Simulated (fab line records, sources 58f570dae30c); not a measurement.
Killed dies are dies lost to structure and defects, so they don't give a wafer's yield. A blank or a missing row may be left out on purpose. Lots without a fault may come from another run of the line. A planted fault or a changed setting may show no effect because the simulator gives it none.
A sampling plan put to the test | flow berkeley_cmos170 | one fab line, 31 faults that these records tell of, each judged on the records of the lots that it struck
The plan is the line's own looks: the steps of the route at which a gauge or an inspection reads the wafer and doesn't change it. A look can be judged if struck wafers have a number there and the file gives its usual mean and standard deviation on fault-free wafers. Caught: at a look after the fault's first step, the mean of the struck wafers lies 4 or more of those standard deviations (sigma) from the usual mean. On the tool: the same test on the tool's own readings at the fault's steps. Another recipe on the struck wafers, or a record that is blank for them alone, also counts as caught.

THE FAULTS, as the simulator had put them in
1. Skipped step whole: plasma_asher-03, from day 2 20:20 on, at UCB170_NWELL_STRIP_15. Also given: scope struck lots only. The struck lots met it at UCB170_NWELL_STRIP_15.
2. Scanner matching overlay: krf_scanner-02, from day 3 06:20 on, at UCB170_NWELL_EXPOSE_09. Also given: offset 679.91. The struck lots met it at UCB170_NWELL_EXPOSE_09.
3. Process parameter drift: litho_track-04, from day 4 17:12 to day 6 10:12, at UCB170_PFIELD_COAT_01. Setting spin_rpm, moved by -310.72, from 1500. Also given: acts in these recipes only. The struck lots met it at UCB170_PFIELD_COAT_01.
4. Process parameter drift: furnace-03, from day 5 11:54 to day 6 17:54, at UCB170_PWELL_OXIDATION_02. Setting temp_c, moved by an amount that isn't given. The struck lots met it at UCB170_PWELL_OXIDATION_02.
5. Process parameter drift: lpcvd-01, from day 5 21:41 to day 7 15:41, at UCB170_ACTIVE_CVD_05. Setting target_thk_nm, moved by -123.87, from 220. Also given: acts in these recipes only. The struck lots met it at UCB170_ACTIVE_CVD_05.
6. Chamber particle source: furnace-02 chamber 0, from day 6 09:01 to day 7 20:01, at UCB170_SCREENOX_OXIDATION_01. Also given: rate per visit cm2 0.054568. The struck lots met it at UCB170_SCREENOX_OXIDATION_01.
7. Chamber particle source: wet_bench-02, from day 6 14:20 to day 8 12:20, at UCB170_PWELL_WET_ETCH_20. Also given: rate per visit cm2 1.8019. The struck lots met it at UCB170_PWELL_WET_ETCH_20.
8. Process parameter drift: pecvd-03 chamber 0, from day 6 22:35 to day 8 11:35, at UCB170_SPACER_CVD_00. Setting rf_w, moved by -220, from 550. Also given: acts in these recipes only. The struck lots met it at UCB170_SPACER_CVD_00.
9. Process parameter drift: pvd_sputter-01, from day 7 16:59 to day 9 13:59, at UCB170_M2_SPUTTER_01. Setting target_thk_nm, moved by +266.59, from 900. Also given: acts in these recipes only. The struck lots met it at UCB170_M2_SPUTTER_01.
10. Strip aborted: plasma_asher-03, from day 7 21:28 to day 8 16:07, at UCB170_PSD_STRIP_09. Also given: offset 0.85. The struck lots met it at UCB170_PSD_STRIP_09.
11. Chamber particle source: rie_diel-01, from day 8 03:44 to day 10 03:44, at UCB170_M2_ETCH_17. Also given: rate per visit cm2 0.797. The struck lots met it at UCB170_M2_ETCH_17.
12. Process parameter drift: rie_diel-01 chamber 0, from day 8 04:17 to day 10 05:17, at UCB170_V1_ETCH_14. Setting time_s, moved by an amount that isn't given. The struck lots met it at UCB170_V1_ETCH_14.
13. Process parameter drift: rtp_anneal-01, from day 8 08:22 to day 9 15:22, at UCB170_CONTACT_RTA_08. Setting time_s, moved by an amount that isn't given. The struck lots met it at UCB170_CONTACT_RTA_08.
14. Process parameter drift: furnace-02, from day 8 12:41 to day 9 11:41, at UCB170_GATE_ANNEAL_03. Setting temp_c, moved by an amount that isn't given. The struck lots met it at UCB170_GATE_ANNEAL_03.
15. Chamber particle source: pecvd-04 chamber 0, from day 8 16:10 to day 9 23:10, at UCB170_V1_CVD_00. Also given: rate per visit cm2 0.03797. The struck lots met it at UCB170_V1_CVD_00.
16. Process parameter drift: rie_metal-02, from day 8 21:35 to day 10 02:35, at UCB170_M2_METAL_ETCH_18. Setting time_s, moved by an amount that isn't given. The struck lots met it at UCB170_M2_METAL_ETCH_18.
17. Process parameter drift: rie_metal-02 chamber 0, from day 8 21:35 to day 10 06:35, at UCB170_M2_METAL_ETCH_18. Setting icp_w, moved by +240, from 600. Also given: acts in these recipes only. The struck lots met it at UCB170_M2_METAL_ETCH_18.
18. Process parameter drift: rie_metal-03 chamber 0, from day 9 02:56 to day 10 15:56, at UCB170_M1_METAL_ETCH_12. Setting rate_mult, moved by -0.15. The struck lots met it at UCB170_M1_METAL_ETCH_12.
19. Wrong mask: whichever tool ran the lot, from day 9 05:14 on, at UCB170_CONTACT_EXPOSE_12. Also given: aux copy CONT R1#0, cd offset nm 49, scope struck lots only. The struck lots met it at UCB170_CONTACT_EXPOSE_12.
20. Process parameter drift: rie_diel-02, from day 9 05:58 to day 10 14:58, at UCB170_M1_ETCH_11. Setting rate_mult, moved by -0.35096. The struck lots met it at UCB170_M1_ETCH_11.
21. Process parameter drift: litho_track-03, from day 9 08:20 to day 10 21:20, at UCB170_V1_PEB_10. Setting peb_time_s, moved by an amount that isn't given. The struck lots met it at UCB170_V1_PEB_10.
22. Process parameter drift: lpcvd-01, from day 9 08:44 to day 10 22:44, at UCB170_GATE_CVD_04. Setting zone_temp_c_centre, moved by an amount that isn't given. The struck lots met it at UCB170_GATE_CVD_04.
23. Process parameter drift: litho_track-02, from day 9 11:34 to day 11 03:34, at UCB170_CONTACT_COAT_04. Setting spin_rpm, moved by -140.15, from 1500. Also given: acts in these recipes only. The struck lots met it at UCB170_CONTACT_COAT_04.
24. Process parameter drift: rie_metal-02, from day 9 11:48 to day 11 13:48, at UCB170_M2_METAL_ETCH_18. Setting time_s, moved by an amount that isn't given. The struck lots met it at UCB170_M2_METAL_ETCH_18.
25. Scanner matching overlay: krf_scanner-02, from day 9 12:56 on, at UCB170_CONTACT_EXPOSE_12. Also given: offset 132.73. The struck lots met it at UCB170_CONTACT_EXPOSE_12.
26. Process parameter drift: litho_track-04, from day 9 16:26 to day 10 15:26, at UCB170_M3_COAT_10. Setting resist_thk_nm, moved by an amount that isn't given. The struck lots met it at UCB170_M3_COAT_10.
27. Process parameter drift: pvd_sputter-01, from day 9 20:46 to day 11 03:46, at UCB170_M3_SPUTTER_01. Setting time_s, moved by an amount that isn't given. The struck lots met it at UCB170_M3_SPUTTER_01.
28. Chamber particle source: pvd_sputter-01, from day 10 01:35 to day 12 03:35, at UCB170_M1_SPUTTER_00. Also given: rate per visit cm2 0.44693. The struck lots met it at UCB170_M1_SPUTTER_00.
29. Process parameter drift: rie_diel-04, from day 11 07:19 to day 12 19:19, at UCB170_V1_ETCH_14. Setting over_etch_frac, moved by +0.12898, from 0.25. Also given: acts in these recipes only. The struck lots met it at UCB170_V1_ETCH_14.
30. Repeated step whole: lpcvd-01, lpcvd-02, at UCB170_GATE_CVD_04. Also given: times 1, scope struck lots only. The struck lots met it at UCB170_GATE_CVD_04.
31. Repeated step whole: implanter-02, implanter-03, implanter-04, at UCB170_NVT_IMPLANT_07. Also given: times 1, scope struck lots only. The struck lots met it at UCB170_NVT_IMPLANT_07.

WHAT THE PLAN SAW
fault | on the tool itself                      | first look that catches it                      | reading, sigma          | median hours from its first step to that look | hours from the fault's start to the first struck lot there | judged looks passed uncaught
1     | no reading that can be judged           | not the one look that can be judged after it    | -                       | -                                             | -                                                          | 1
2     | no reading that can be judged           | UCB170_NWELL_OVL_MEAS_12                        | NWELL_OVL +99 or beyond | 0.6                                           | 15                                                         | 0
3     | spin_speed_rpm -99 or beyond sigma      | none of the 3 looks that can be judged after it | -                       | -                                             | -                                                          | 3
4     | tube_center_temp_C -99 or beyond sigma  | UCB170_PWELL_THK_MEAS_03                        | PWELL_OXIDE_THK -17     | 1.4                                           | 12                                                         | 0
5     | under 2 sigma                           | UCB170_ACTIVE_THK_MEAS_06                       | ACTIVE_NITRIDE_THK -59  | 2.9                                           | 25                                                         | 0
6     | under 2 sigma                           | not the one look that can be judged after it    | -                       | -                                             | -                                                          | 1
7     | no reading that can be judged           | not the one look that can be judged after it    | -                       | -                                             | -                                                          | 1
8     | rf_fwd_power_W -99 or beyond sigma      | UCB170_SPACER_THK_MEAS_01                       | SPACER_TEOS_THK -10     | 0.1                                           | 0                                                          | 0
9     | under 2 sigma                           | UCB170_M2_RS_MEAS_02                            | M2_AL_RS -20            | 0.1                                           | 8                                                          | 0
10    | oes_product_au -30 sigma                | UCB170_NSD_TW_MEAS_10                           | NSD_TW -90              | 1.9                                           | 20                                                         | 0
11    | under 2 sigma                           | none of the 2 looks that can be judged after it | -                       | -                                             | -                                                          | 2
12    | run_length_s +81 sigma                  | no look after it can be judged                  | -                       | -                                             | -                                                          | 0
13    | under 2 sigma                           | none of the 8 looks that can be judged after it | -                       | -                                             | -                                                          | 8
14    | tube_center_temp_C +99 or beyond sigma  | no look after it can be judged                  | -                       | -                                             | -                                                          | 0
15    | under 2 sigma                           | none of the 8 looks that can be judged after it | -                       | -                                             | -                                                          | 8
16    | run_length_s -99 or beyond sigma        | UCB170_M2_CD_MEAS_90                            | cd_nm +5.8              | 0.3                                           | 11                                                         | 0
17    | rf_fwd_power_W +99 or beyond sigma      | UCB170_M2_CD_MEAS_90                            | cd_nm -5.7              | 0.3                                           | 11                                                         | 0
18    | under 2 sigma                           | no look after it can be judged                  | -                       | -                                             | -                                                          | 0
19    | under 2 sigma                           | UCB170_CONTACT_CD_MEAS_15                       | cd_nm +37               | 0.4                                           | 1                                                          | 0
20    | oes_product_au -8.0 sigma               | no look after it can be judged                  | -                       | -                                             | -                                                          | 0
21    | no reading that can be judged           | UCB170_V1_CD_MEAS_12                            | cd_nm +7.4              | 0.3                                           | 4                                                          | 0
22    | spike_tc_centre_C +9.3 sigma            | UCB170_GATE_THK_MEAS_05                         | GATE_POLY_THK +10       | 1.4                                           | 13                                                         | 0
23    | spin_speed_rpm -99 or beyond sigma      | no look after it can be judged                  | -                       | -                                             | -                                                          | 0
24    | run_length_s -32 sigma                  | no look after it can be judged                  | -                       | -                                             | -                                                          | 0
25    | under 2 sigma                           | UCB170_CONTACT_OVL_MEAS_16                      | CONTACT_OVL +27         | 0.7                                           | 9                                                          | 0
26    | under 2 sigma                           | none of the 2 looks that can be judged after it | -                       | -                                             | -                                                          | 2
27    | under 2 sigma                           | UCB170_M3_RS_MEAS_02                            | M3_AL_RS +6.0           | 0.1                                           | 2                                                          | 0
28    | under 2 sigma                           | not the one look that can be judged after it    | -                       | -                                             | -                                                          | 1
29    | only faintly: oes_product_au -2.6 sigma | no look after it can be judged                  | -                       | -                                             | -                                                          | 0
30    | under 2 sigma                           | UCB170_GATE_THK_MEAS_05                         | GATE_POLY_THK +85       | 3.0                                           | -                                                          | 0
31    | no reading that can be judged           | UCB170_NVT_TW_MEAS_09                           | NVT_TW +27              | 0.5                                           | -                                                          | 0
A dash: the fault isn't caught, or these records don't give the number.

Caught at a look: 15 of 31. Caught on the tool: 12 of 31. By one or the other: 21 of 31.
Caught on the tool alone: faults 3, 12, 14, 20, 23, 24.
Caught at a look alone: faults 2, 5, 9, 19, 21, 25, 27, 30, 31.
Caught by neither: faults 1, 6, 7, 11, 13, 15, 18, 26, 28, 29.

THINNER SAMPLING
If the look that catches a fault measured only every second or every third lot, by lot number, the first struck lot would be measured this late in the worst case:
fault | struck lots at that look, in order of time | every lot | every second lot | every third lot
2     | L280, L281, L282, L284                     | 15 h      | 19 h             | 24 h
4     | L967, L968, L969                           | 12 h      | 15 h             | 23 h
5     | L480, L481                                 | 25 h      | 25 h             | may miss all 2
8     | L427, L434                                 | 0 h       | 35 h             | may miss all 2
9     | L155, L156, L160                           | 8 h       | 9 h              | 44 h
10    | L200                                       | 20 h      | may miss it      | may miss it
16    | L743, L747, L746                           | 11 h      | 23 h             | may miss all 3
17    | L334, L338                                 | 11 h      | may miss all 2   | may miss all 2
19    | L866                                       | 1 h       | may miss it      | may miss it
21    | L127, L130                                 | 4 h       | 26 h             | may miss all 2
22    | L481, L483, L482                           | 13 h      | 21 h             | 21 h
25    | L350, L351, L353, L355                     | 9 h       | 14 h             | 44 h
27    | L674, L676                                 | 2 h       | may miss all 2   | may miss all 2
Hours are from the fault's start to the first struck lot that is measured. The limit of 4 sigma was tested on all struck wafers together, so one lot alone may lie under it. Other struck lots may not be in these records.

THE LONGEST TIMED WAY FROM STEP TO LOOK
Fault 30: a median of 3.0 hours passes between UCB170_GATE_CVD_04 and UCB170_GATE_THK_MEAS_05. No look between them can be judged.
